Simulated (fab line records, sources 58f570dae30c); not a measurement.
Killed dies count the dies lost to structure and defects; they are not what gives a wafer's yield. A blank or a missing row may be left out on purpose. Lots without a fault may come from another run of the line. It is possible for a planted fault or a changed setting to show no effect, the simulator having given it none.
Struck lot and sound lot, side by side + flow berkeley_cmos170 + 16 out of 331 route steps
Sound: wafers L635.2, L635.3, L635.5. Wafers L651.1, L651.3, L651.5 were the ones struck. At the end, the cause is stated.
Order at every step that has rows: each side's tool, ch and its chambers, its first start. Under that, the readings that differ: sound wafers + struck wafers + difference of the means + sigmas: that difference in standard deviations of wafers without a fault.
alike: readings with means less than 2 such deviations apart, plus words and numbers identical on both sides. not compared: withheld readings, readings lacking a value on some wafer, bounds such as >300 that could conceal the same value, and numbers that have no deviation in the record and whose values overlap.
Wherever a step has rows on one side only, a row that says differs or no value, or a row with sigmas, the two part there. When numbers do not overlap yet have no deviation, they are printed without sigmas and do not part them. A reading that every wafer of one side lacks parts them only if that side has two wafers or more.

UCB170_V1_CMP_02: polishes SiO2.
  sound on cmp-01 ch 0,1,2, day 9 01:17; struck on cmp-01 ch 0,3, day 12 02:02
  alike: edge_zone_pressure_frac, motor_current_A
UCB170_V1_BOW_MEAS_03:
  struck on film_metro-03, day 12 02:20; sound on film_metro-02, day 9 01:36
  alike: V1_BOW
UCB170_V1_THK_MEAS_04:
  struck on film_metro-03, day 12 02:27; sound on film_metro-02, day 9 01:43
  alike: V1_POLISHED_THK
then, 7 steps without rows for these wafers: UCB170_V1_CLEAN_05 (cleans in DIW); UCB170_V1_HMDS_06 (prime time 60 s); UCB170_V1_COAT_07 (resist thk 900 nm); UCB170_V1_SOFTBAKE_08 (time 60 s); UCB170_V1_EXPOSE_09 (exposes mask VIA1, target cd 700 nm); UCB170_V1_PEB_10; UCB170_V1_DEVELOP_11 (develop time 45 s).
UCB170_V1_CD_MEAS_12: target cd 700 nm.
  struck on cd_sem-01, day 12 04:02; sound on cd_sem-02, day 9 03:10
  alike: cd_nm
UCB170_V1_OVL_MEAS_13:
  struck on overlay-01, day 12 04:10; sound on overlay-01, day 9 03:17
| reading     | sound  | struck  | difference | sigmas |
|-------------|--------|---------|------------|--------|
| V1_OVL (nm) | 12 9 4 | -5 -4 1 | -11        | -2     |
UCB170_V1_ETCH_14: etches SiO2 in CHF3/CF4/Ar, stops on Al, target depth 1250 nm, time 291 s.
  sound on rie_diel-03 ch 0,2,3, day 9 03:19; struck on rie_diel-03 ch 1,2, day 12 04:12
| reading                             | sound             | struck               | difference | sigmas      |
|-------------------------------------|-------------------|----------------------|------------|-------------|
| rf_fwd_power_W (W)                  | 696.1 700.4 698.7 | 1192.1 1192.9 1187.9 | +492.6     | +99 or more |
| model.KrF_of_V1_COAT_07.thk_nm (nm) | 607.1 606.2 613.3 | 531.1 525.1 531.7    | -79.6      |             |
| model.V1.cd_nm (nm)                 | 699.6 698.3 698.5 | 713.2 713.6 712.9    | +14.4      |             |
| model.V1.feature_depth_nm (nm)      | 1002 998.2 1001   | 1012 1010 1011       | +11        |             |
  alike: drypump_motor_current_A, oes_product_au, throttle_valve_pct
  not compared: rf_hours_counter_h
UCB170_V1_STRIP_15: strips in O2.
  sound on plasma_asher-02 ch 0,1, day 9 03:29; struck on plasma_asher-04 ch 0,1, day 12 04:23
| reading                      | sound             | struck            | difference | sigmas |
|------------------------------|-------------------|-------------------|------------|--------|
| strip_time_to_endpoint_s (s) | 15.24 15.22 15.38 | 13.44 13.30 13.46 | -1.88      | -17    |
  alike: drypump_motor_current_A, oes_product_au
  not compared: rf_hours_counter_h
UCB170_V1_CD_MEAS_90: target cd 700 nm.
  struck on cd_sem-01, day 12 04:46; sound on cd_sem-02, day 9 03:37
| reading    | sound             | struck            | difference | sigmas |
|------------|-------------------|-------------------|------------|--------|
| cd_nm (nm) | 699.3 698.0 698.5 | 713.4 713.6 713.0 | +14.7      | +11    |
  not compared: hold
UCB170_M3_PROBE_99:
  struck on prober-02, day 12 15:01; sound on prober-01, day 9 11:59
| reading                                 | sound                     | struck                     | difference | sigmas |
|-----------------------------------------|---------------------------|----------------------------|------------|--------|
| model.etest.antenna_m2.gate_log10_a_cm2 | -8.273 -8.55 -8.07        | -6.417 -6.53 -6.837        | +1.703     |        |
| model.etest.antenna_m2.vt_shift_v (V)   | -0.01943 -0.0151 -0.01108 | -0.03767 -0.04281 -0.03286 | -0.02258   |        |

## WHERE THEY PART
Last at UCB170_V1_CD_MEAS_90 as far as this record goes, first at UCB170_V1_OVL_MEAS_13.

WHY: what the simulator had put in
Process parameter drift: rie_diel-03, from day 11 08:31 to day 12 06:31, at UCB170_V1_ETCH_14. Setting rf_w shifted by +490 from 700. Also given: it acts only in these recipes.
